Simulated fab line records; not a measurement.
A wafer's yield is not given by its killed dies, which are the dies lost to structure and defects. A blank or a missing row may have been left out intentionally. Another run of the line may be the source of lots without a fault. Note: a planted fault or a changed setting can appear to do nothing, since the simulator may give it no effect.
fab line records + flow ritCmos
[record]
- lots = 14
- wafers = 42
- lastDay = 7
route steps=202 shown GATE@81 M1@202
lots that met no fault: taken from a fault-free run of the same line
startH: hours from the record's first day to the start of the lot's first wafer shown + waitH: how many hours have passed since the lot's step before this one + " the same as in the row above + L1.1+2: a row that stands for several wafers + - value missing, or start not given + * or withheld: withheld + < > ~ a bound
route shown NAME@n: a module of which the file shows steps, and the number in the route of the first + usual: the fault-free wafers' mean and standard deviation + same: alike in all rows + chamber/n: place in a boat + sites: each site's reading + _std_site: the standard deviation of these + _edge_site: the outer-site mean with the inner-site mean subtracted + radiusMm: for every site, how far away it sits from the centre of the wafer + mask NAME#n: copy n + behind: the tool/chamber that last shaped the wafer + hold: why the lot went on hold/how many hours it stayed there/how the hold came to an end + device: names the non-switching transistor (n, p or np) + end of line: tests of these same wafers at the route's end + a step without rows: its recipe alone + killed: not the wafer's yield, but the dies lost to structure and defects at the first sort + map: a wafer's dies, marking killed ones x, the rest . and places with no die _
set.NAME: setting as actually run; set.NAME@STEP: the setting as run at that earlier step + model.NAME: the simulator's own value behind a step, which no gauge read
a sample of lots followed through the steps of the route, with each step as a table and each wafer as a row
services: a tool's chamber out of use, with start hour (startH, from the record's first day; less than 0 if before it), hours out, and reason
[[steps]]
[step RIT_GATE_OXIDATION_05]
[recipe]
- tempC = 900
- ambient = O2
- targetThkA = 30
- oxTimeS = 270
[usual]
- oxTempCMax = 904.9/0.79
- spikeTcLoadC = 927.4/1.3
- zonePowerCentrePct = 43.5/2.4
| lot.wafer | tool       | chamber | startH | waitH | oxTempCMax | spikeTcLoadC | zonePowerCentrePct |
|-----------|------------|---------|--------|-------|------------|--------------|--------------------|
| L734.2    | furnace-01 | 0       | 41.87  | 1.0   | 904.2      | 925.9        | 43.8               |
| L734.4    | "          | 0       | "      | "     | 905.8      | 928.5        | 43.5               |
| L734.6    | "          | 0       | "      | "     | 905.3      | 925.5        | 43.6               |
| L735.1    | furnace-01 | 0       | 43.20  | 0.2   | 904.1      | 925.9        | 43.5               |
| L735.2    | "          | 0       | "      | "     | 905.7      | 926.8        | 43.1               |
| L735.3    | "          | 0       | "      | "     | 906.0      | 925.2        | 44.2               |
| L737.1    | furnace-01 | 0       | 49.36  | 1.0   | 904.9      | 926.5        | 43.1               |
| L737.2    | "          | 0       | "      | "     | 905.3      | 924.7        | 42.6               |
| L737.5    | "          | 0       | "      | "     | 904.3      | 927.2        | 43.4               |
| L737.1    | furnace-02 | 0       | 50.76  | 0.3   | 904.7      | 927.8        | 46.4               |
| L737.2    | "          | 0       | "      | "     | 905.6      | 927.9        | 46.7               |
| L737.5    | "          | 0       | "      | "     | 905.5      | 928.2        | 46.0               |
| L738.3    | furnace-02 | 0       | 53.56  | 0.0   | 903.8      | 928.0        | 46.0               |
| L738.4    | "          | 0       | "      | "     | 905.3      | 927.3        | 45.9               |
| L738.5    | "          | 0       | "      | "     | 904.0      | 927.5        | 46.2               |
| L738.3    | furnace-01 | 0       | 54.81  | 0.2   | 904.0      | 926.4        | 43.6               |
| L738.4    | "          | 0       | "      | "     | 907.6      | 925.8        | 43.4               |
| L738.5    | "          | 0       | "      | "     | 904.0      | 926.5        | 43.5               |
| L746.1    | furnace-01 | 0       | 92.68  | 0.1   | 905.3      | 927.9        | 42.9               |
| L746.4    | "          | 0       | "      | "     | 903.4      | 925.2        | 42.7               |
| L746.6    | "          | 0       | "      | "     | 905.0      | 925.3        | 44.1               |
| L748.2    | furnace-02 | 0       | 101.82 | 0.0   | 904.5      | 926.4        | 46.3               |
| L748.4    | "          | 0       | "      | "     | 905.3      | 927.2        | 45.9               |
| L748.5    | "          | 0       | "      | "     | 904.9      | 926.8        | 45.4               |
| L750.3    | furnace-04 | 0       | 111.51 | 0.0   | 905.0      | 928.7        | 40.1               |
| L750.4    | "          | 0       | "      | "     | 904.0      | 928.3        | 39.3               |
| L750.6    | "          | 0       | "      | "     | 904.0      | 929.8        | 40.4               |
| L751.3    | furnace-01 | 0       | 117.05 | 0.3   | 905.0      | 924.9        | 43.8               |
| L751.5    | "          | 0       | "      | "     | 903.9      | 927.2        | 43.0               |
| L751.6    | "          | 0       | "      | "     | 903.9      | 925.3        | 43.2               |
| L752.1    | furnace-01 | 0       | 122.01 | 0.1   | 906.4      | 924.9        | 43.6               |
| L752.3    | "          | 0       | "      | "     | 906.6      | 925.9        | 43.4               |
| L752.4    | "          | 0       | "      | "     | 903.6      | 926.3        | 43.1               |
| L753.1    | furnace-04 | 0       | 127.07 | 0.1   | 906.4      | 927.7        | 40.0               |
| L753.2    | "          | 0       | "      | "     | 904.7      | 927.5        | 39.4               |
| L753.3    | "          | 0       | "      | "     | 904.1      | 929.3        | 40.6               |
| L754.1    | furnace-04 | 0       | 132.05 | 0.1   | 904.2      | 926.7        | 39.5               |
| L754.3    | "          | 0       | "      | "     | 903.9      | 928.8        | 39.8               |
| L754.4    | "          | 0       | "      | "     | 905.2      | 927.7        | 40.0               |
| L755.1    | furnace-01 | 0       | 137.31 | 0.1   | 904.1      | 925.0        | 43.7               |
| L755.3    | "          | 0       | "      | "     | 905.7      | 925.2        | 43.5               |
| L755.4    | "          | 0       | "      | "     | 904.9      | 927.8        | 43.5               |
| L756.1    | furnace-04 | 0       | 142.32 | 0.1   | 904.7      | 928.8        | 40.3               |
| L756.3    | "          | 0       | "      | "     | 904.9      | 928.8        | 40.2               |
| L756.5    | "          | 0       | "      | "     | 904.2      | 928.9        | 40.3               |
| L757.1    | furnace-04 | 0       | 147.47 | 0.1   | 905.6      | 926.7        | 40.4               |
| L757.2    | "          | 0       | "      | "     | 904.6      | 928.3        | 40.8               |
| L757.4    | "          | 0       | "      | "     | 905.3      | 928.4        | 40.0               |
[step RIT_GATE_THK_MEAS_07]
[recipe]
- reads = SiO2_of_GATE_OXIDATION_05
[usual]
- GATE_OXIDE_THK = 3.01/0.067
| lot.wafer | tool         | chamber | startH | waitH | GATE_OXIDE_THK[nm] |
|-----------|--------------|---------|--------|-------|--------------------|
| L734.2    | filmMetro-03 | -       | 43.21  | 0.0   | 3.01               |
| L734.4    | "            | -       | "      | "     | 3.01               |
| L734.6    | "            | -       | "      | "     | 2.98               |
| L735.1    | filmMetro-03 | -       | 44.52  | 0.0   | 3.04               |
| L735.2    | "            | -       | "      | "     | 3.04               |
| L735.3    | "            | -       | "      | "     | 3.02               |
| L737.1    | filmMetro-04 | -       | 52.62  | 0.0   | 5.20               |
| L737.2    | "            | -       | "      | "     | 5.03               |
| L737.5    | "            | -       | "      | "     | 5.13               |
| L738.3    | filmMetro-03 | -       | 57.37  | 0.1   | 5.27               |
| L738.4    | "            | -       | "      | "     | 5.15               |
| L738.5    | "            | -       | "      | "     | 5.19               |
| L746.1    | filmMetro-04 | -       | 94.01  | 0.0   | 3.02               |
| L746.4    | "            | -       | "      | "     | 3.09               |
| L746.6    | "            | -       | "      | "     | 3.06               |
| L748.2    | filmMetro-04 | -       | 103.15 | 0.0   | 2.92               |
| L748.4    | "            | -       | "      | "     | 3.03               |
| L748.5    | "            | -       | "      | "     | 2.90               |
| L750.3    | filmMetro-04 | -       | 113.64 | 0.0   | 2.99               |
| L750.4    | "            | -       | "      | "     | 3.01               |
| L750.6    | "            | -       | "      | "     | 2.92               |
| L751.3    | filmMetro-03 | -       | 118.40 | 0.0   | 3.01               |
| L751.5    | "            | -       | "      | "     | 2.97               |
| L751.6    | "            | -       | "      | "     | 3.04               |
| L752.1    | filmMetro-03 | -       | 123.33 | 0.0   | 2.95               |
| L752.3    | "            | -       | "      | "     | 3.00               |
| L752.4    | "            | -       | "      | "     | 3.10               |
| L753.1    | filmMetro-04 | -       | 128.40 | 0.0   | 3.01               |
| L753.2    | "            | -       | "      | "     | 3.10               |
| L753.3    | "            | -       | "      | "     | 3.02               |
| L754.1    | filmMetro-03 | -       | 133.58 | 0.0   | 3.05               |
| L754.3    | "            | -       | "      | "     | 3.01               |
| L754.4    | "            | -       | "      | "     | 3.02               |
| L755.1    | filmMetro-04 | -       | 138.63 | 0.0   | 2.94               |
| L755.3    | "            | -       | "      | "     | 2.96               |
| L755.4    | "            | -       | "      | "     | 2.93               |
| L756.1    | filmMetro-03 | -       | 143.64 | 0.0   | 3.02               |
| L756.3    | "            | -       | "      | "     | 2.94               |
| L756.5    | "            | -       | "      | "     | 2.97               |
| L757.1    | filmMetro-04 | -       | 148.79 | 0.0   | 3.19               |
| L757.2    | "            | -       | "      | "     | 3.20               |
| L757.4    | "            | -       | "      | "     | 3.16               |
[step RIT_M1_PROBE_99]
[usual]
- killed_at_M0_to_M3 = 0.0/0.083
- killedAtContacts = 0.0/0.22
- killedAtFrontEnd = 7/3.2
- killedDies = 7/3.2
- killedOpen = 3.2/2.1
- killedShort = 3.5/2.2
[same]
- grossDies = 264
- killed_at_M4_up = 0
- killedAtBackSide = 0
- killedAtOther = 0
| lot.wafer | tool      | chamber | startH | waitH | killed_at_M0_to_M3 | killedAtContacts | killedAtFrontEnd | killedDies | killedOpen | killedShort |
|-----------|-----------|---------|--------|-------|--------------------|------------------|------------------|------------|------------|-------------|
| L737.1    | prober-01 | -       | 78.27  | 0.1   | 0                  | 0                | 7                | 7          | 1          | 6           |
| L737.2    | prober-01 | -       | 78.32  | 0.1   | 1                  | 0                | 8                | 9          | 4          | 5           |
| L737.5    | prober-01 | -       | 78.47  | 0.2   | 0                  | 0                | 8                | 8          | 2          | 6           |
| L738.3    | prober-02 | -       | 84.17  | 0.2   | 0                  | 0                | 6                | 6          | 4          | 2           |
| L738.4    | prober-02 | -       | 84.22  | 0.2   | 0                  | 0                | 10               | 10         | 2          | 8           |
| L738.5    | prober-02 | -       | 84.27  | 0.2   | 0                  | 0                | 5                | 5          | 2          | 3           |
// killed by level:class
L737.1 SILICIDE:geometricParticle:short=3 GATE:geometricParticle:short=2 FOX1:geometricParticle:short=1 FOX1:geometricParticle:open=1
L737.2 GATE:geometricParticle:short=2 GATE:geometricParticle:open=2 SPACER:geometricParticle:short=2 FOX1:geometricParticle:open=1 M1:geometricParticle:open=1 SILICIDE:geometricParticle:short=1
L737.5 GATE:geometricParticle:short=2 SPACER:geometricParticle:short=2 SILICIDE:geometricParticle:short=2 FOX2:geometricParticle:open=1 SPACER:geometricParticle:open=1
L738.3 GATE:geometricParticle:open=4 GATE:geometricParticle:short=1 SPACER:geometricParticle:short=1
L738.4 GATE:geometricParticle:short=5 SPACER:geometricParticle:short=3 FOX1:geometricParticle:open=1 SPACER:geometricParticle:open=1
L738.5 GATE:geometricParticle:short=2 FOX2:geometricParticle:short=1 GATE:geometricParticle:open=1 SPACER:geometricParticle:open=1
[[services]]
| tool       | chamber | startH | hours | kind |
|------------|---------|--------|-------|------|
| furnace-04 | -       | 62.22  | 2.5   | pm   |
| furnace-02 | -       | 91.55  | 2.2   | pm   |
| furnace-01 | -       | 131.83 | 3.2   | pm   |
[[key]]
[firstSign]
- step = RIT_GATE_OXIDATION_05
- reading = visit
- direction = added
[effect]
- step = RIT_GATE_THK_MEAS_07
- reading = GATE_OXIDE_THK
- direction = up
- sigmas = 32
- usual = 3.01
- struck = 5.16
metAt RIT_GATE_OXIDATION_05
struckLots L737,L738
testerLeftOut L737,L738
[fault]
- kind = repeatedStepWhole
- tool = furnace-01,furnace-02,furnace-04
- chamber = -
- onsetH = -
- steps = RIT_GATE_OXIDATION_05
- times = 1
- scope = struckLotsOnly
// testerLeftOut: of these lots the tester's yield and bins aren't shown, on N5 and GAA mostly nor the transistor test; their killed dies are dies lost to structure and defects alone, not to doping, threshold or leakage, so they don't give the yield
